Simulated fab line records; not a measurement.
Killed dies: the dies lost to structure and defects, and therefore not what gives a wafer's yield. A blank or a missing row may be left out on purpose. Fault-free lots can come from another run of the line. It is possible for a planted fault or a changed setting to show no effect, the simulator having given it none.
Which tool was responsible?    flow berkeley_cmos170    42 wafers from 14 lots sampled at 6 of the route's 331 steps

## WHAT THE GAUGES SHOWED, per wafer
UCB170_SILICIDE_RS_MEAS_02: measurement is done with a four-point probe.
lot   measured      on             SILICIDE_TI_RS (ohm/sq)
L130  day 6 19:20   film_metro-02  26.0 26.3 26.1
L129  day 6 19:34   film_metro-01  25.8 26.1 25.9
L131  day 7 07:13   film_metro-04  27.0 26.5 26.8
L134  day 7 11:20   film_metro-04  26.3 26.5 26.6
L137  day 8 22:47   film_metro-01  26.2 25.7 25.7
L144  day 10 05:50  film_metro-02  26.6 26.3 26.2
L142  day 10 05:57  film_metro-04  25.9 25.5 26.3
L141  day 10 06:06  film_metro-02  26.0 25.6 26.4
L146  day 11 06:33  film_metro-02  25.6 25.9 25.8
L149  day 11 06:55  film_metro-04  26.4 26.3 26.3
L148  day 11 07:06  film_metro-02  26.0 26.7 26.4
L150  day 11 17:40  film_metro-02  25.7 26.3 25.6
L151  day 11 17:40  film_metro-04  26.1 25.9 26.0
L152  day 12 04:57  film_metro-02  26.8 27.2 26.4

UCB170_CONTACT_CD_MEAS_90: target cd 700 nm.
lot   measured      on         cd_nm (nm)
L130  day 7 00:04   cd_sem-02  701.3 699.8 699.7
L129  day 7 01:58   cd_sem-02  699.2 700.4 696.8
L131  day 7 11:58   cd_sem-02  701.3 700.4 700.5
L134  day 7 16:49   cd_sem-02  704.1 700.4 698.4
L137  day 9 05:43   cd_sem-01  699.0 702.3 704.0
L144  day 10 10:46  cd_sem-01  700.1 701.5 701.6
L142  day 10 10:58  cd_sem-02  705.9 702.9 704.4
L141  day 10 12:03  cd_sem-01  701.9 701.7 700.2
L146  day 11 12:09  cd_sem-01  698.5 697.8 699.6
L149  day 11 11:52  cd_sem-01  699.5 699.1 700.4
L148  day 11 13:40  cd_sem-02  700.8 703.6 701.8
L150  day 11 23:00  cd_sem-01  702.4 698.4 701.8
L151  day 11 23:13  cd_sem-02  697.1 698.8 699.8
L152  day 12 09:35  cd_sem-01  697.8 698.5 697.5

UCB170_M1_RS_MEAS_01: measurement is done with a four-point probe.
lot   measured      on             M1_AL_RS (ohm/sq)
L130  day 7 00:27   film_metro-01  0.0483 0.0476 0.0475
L129  day 7 02:23   film_metro-01  0.0488 0.0484 0.0481
L131  day 7 12:19   film_metro-04  0.0485 0.0489 0.0487
L134  day 7 17:49   film_metro-04  0.0488 0.0478 0.0483
L137  day 9 06:19   film_metro-04  0.0447 0.0441 0.0447
L144  day 10 11:08  film_metro-03  0.0494 0.0487 0.0491
L142  day 10 11:22  film_metro-03  0.0489 0.0484 0.0486
L141  day 10 12:25  film_metro-01  0.0451 0.0449 0.0448
L146  day 11 12:56  film_metro-01  0.0475 0.0481 0.0481
L149  day 11 12:32  film_metro-01  0.0482 0.0477 0.0484
L148  day 11 14:02  film_metro-03  0.0482 0.0481 0.0479
L150  day 11 23:22  film_metro-04  0.0479 0.0476 0.0480
L151  day 11 23:35  film_metro-03  0.0480 0.0480 0.0483
L152  day 12 09:59  film_metro-04  0.0482 0.0478 0.0478

UCB170_M1_THK_MEAS_02: measures by xrf.
lot   measured      on             M1_AL_THK (nm)
L130  day 7 00:34   film_metro-01  604 617 616
L129  day 7 02:31   film_metro-01  599 606 610
L131  day 7 12:26   film_metro-04  606 592 599
L134  day 7 17:55   film_metro-04  603 612 604
L137  day 9 06:25   film_metro-04  653 661 658
L144  day 10 11:14  film_metro-03  594 603 599
L142  day 10 11:29  film_metro-03  604 604 604
L141  day 10 12:32  film_metro-01  641 647 648
L146  day 11 13:02  film_metro-01  612 604 602
L149  day 11 12:40  film_metro-01  606 608 601
L148  day 11 14:09  film_metro-03  607 608 615
L150  day 11 23:28  film_metro-04  610 614 603
L151  day 11 23:41  film_metro-03  609 608 607
L152  day 12 10:05  film_metro-04  603 613 607

## TOOL THAT RAN EACH LOT (tool first, then ch and the chambers of the sampled wafers, then the start)
lot   UCB170_SDANNEAL_RTA_00            UCB170_M1_SPUTTER_00
L130  rtp_anneal-01 ch 0, day 6 18:38   pvd_sputter-01, day 7 00:22
L129  rtp_anneal-02 ch 0, day 6 18:52   pvd_sputter-03, day 7 02:20
L131  rtp_anneal-01 ch 0, day 7 06:31   pvd_sputter-04, day 7 12:16
L134  rtp_anneal-01 ch 0, day 7 10:28   pvd_sputter-03, day 7 17:43
L137  rtp_anneal-02 ch 0, day 8 21:44   pvd_sputter-03, day 9 06:14
L144  rtp_anneal-01 ch 0, day 10 05:04  pvd_sputter-04, day 10 11:02
L142  rtp_anneal-02 ch 0, day 10 05:14  pvd_sputter-01, day 10 11:17
L141  rtp_anneal-01 ch 0, day 10 05:23  pvd_sputter-03, day 10 12:21
L146  rtp_anneal-01 ch 0, day 11 05:50  pvd_sputter-01, day 11 12:50
L149  rtp_anneal-01 ch 0, day 11 06:13  pvd_sputter-04, day 11 12:29
L148  rtp_anneal-02 ch 0, day 11 06:16  pvd_sputter-04, day 11 13:58
L150  rtp_anneal-02 ch 0, day 11 16:57  pvd_sputter-01, day 11 23:16
L151  rtp_anneal-01 ch 0, day 11 16:57  pvd_sputter-04, day 11 23:30
L152  rtp_anneal-01 ch 0, day 12 04:14  pvd_sputter-01, day 12 09:53
- UCB170_SDANNEAL_RTA_00: time 10 s.
- UCB170_M1_SPUTTER_00: material Al, target thk 600 nm, time 80 s.

## WHAT THE TOOLS THEMSELVES READ (means of the sampled wafers that have a number; where no wafer has one, the mark that the record gives instead)
UCB170_SDANNEAL_RTA_00.
lot   tool           lamp_power_pct (%)  wafer_temp_C_max
L130  rtp_anneal-01  23.5                904.4
L129  rtp_anneal-02  25.4                903.6
L131  rtp_anneal-01  23.5                904.1
L134  rtp_anneal-01  23.5                903.9
L137  rtp_anneal-02  25.4                903.4
L144  rtp_anneal-01  23.5                904.5
L142  rtp_anneal-02  25.4                903.7
L141  rtp_anneal-01  23.5                905.5
L146  rtp_anneal-01  23.5                904.2
L149  rtp_anneal-01  23.5                904.8
L148  rtp_anneal-02  25.4                903.8
L150  rtp_anneal-02  25.4                903.9
L151  rtp_anneal-01  23.6                904.6
L152  rtp_anneal-01  23.5                903.5

UCB170_M1_SPUTTER_00.
lot   tool            cathode_dc_power_W (W)  throttle_valve_pct (%)
L130  pvd_sputter-01  5999.9                  29.4
L129  pvd_sputter-03  5999.5                  29.5
L131  pvd_sputter-04  5999.3                  29.5
L134  pvd_sputter-03  5997.6                  29.1
L137  pvd_sputter-03  6425.6                  29.2
L144  pvd_sputter-04  5999.6                  29.2
L142  pvd_sputter-01  6000.5                  29.9
L141  pvd_sputter-03  6425.8                  28.9
L146  pvd_sputter-01  5999.6                  29.2
L149  pvd_sputter-04  6001.0                  29.3
L148  pvd_sputter-04  6000.2                  29.1
L150  pvd_sputter-01  6000.7                  29.4
L151  pvd_sputter-04  6000.2                  29.1
L152  pvd_sputter-01  6000.1                  29.3

## THE ANSWER, worked out from the rows above alone
Rule: what is usual is taken from the lots themselves. The widest of any qualifying gaps counts: lots, ordered by their means at a reading, are off when they make up no more than a third of the lots, leave a main group of 4 or more, and stand apart from it by 3 or more times the standard deviation of that group's means. Not used: any main group whose means are identical at the precision the tables above print for the reading. A lot without any number at a reading at which 4 lots or more have one is off too. The other lots that the step has rows for count as sound. After the gauges, taken in route order, come the tools' own readings; for these a lot's mean is taken, as printed above. The first step at which some lot is off is used, and at that step the reading that is off furthest; a lot without a number counts as furthest.
Off: at UCB170_M1_RS_MEAS_01 (M1_AL_RS), L137, L141. The main group: mean 0.0482 ohm/sq, standard deviation 0.00038.
A tool fits if, at a process step before that reading, it ran every lot that is off, and no sound lot after the first of them. The gauges at UCB170_M1_RS_MEAS_01 aren't tried: what is off there is off at UCB170_M1_SPUTTER_00 too, on other tools, and a gauge's error can't cause that. One fits: UCB170_M1_SPUTTER_00 on pvd_sputter-03. A fault onset in the window from L134 (day 7 17:43, its last sound lot) to L137 (day 9 06:14, its first lot off) fits.
The tool's own readings at UCB170_M1_SPUTTER_00 bear it out: on the lots that are off they differ by more than 5 times the standard deviation of the sound lots' means. cathode_dc_power_W reads 6425.7 W there against 5999.9 W on the sound lots.

## WHAT HAD BEEN PUT IN BY THE SIMULATOR
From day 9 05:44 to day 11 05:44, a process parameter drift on pvd_sputter-03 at UCB170_M1_SPUTTER_00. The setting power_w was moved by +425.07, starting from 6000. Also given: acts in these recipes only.
Struck lots among those shown: L137, L141. The rule above reached the same finding.
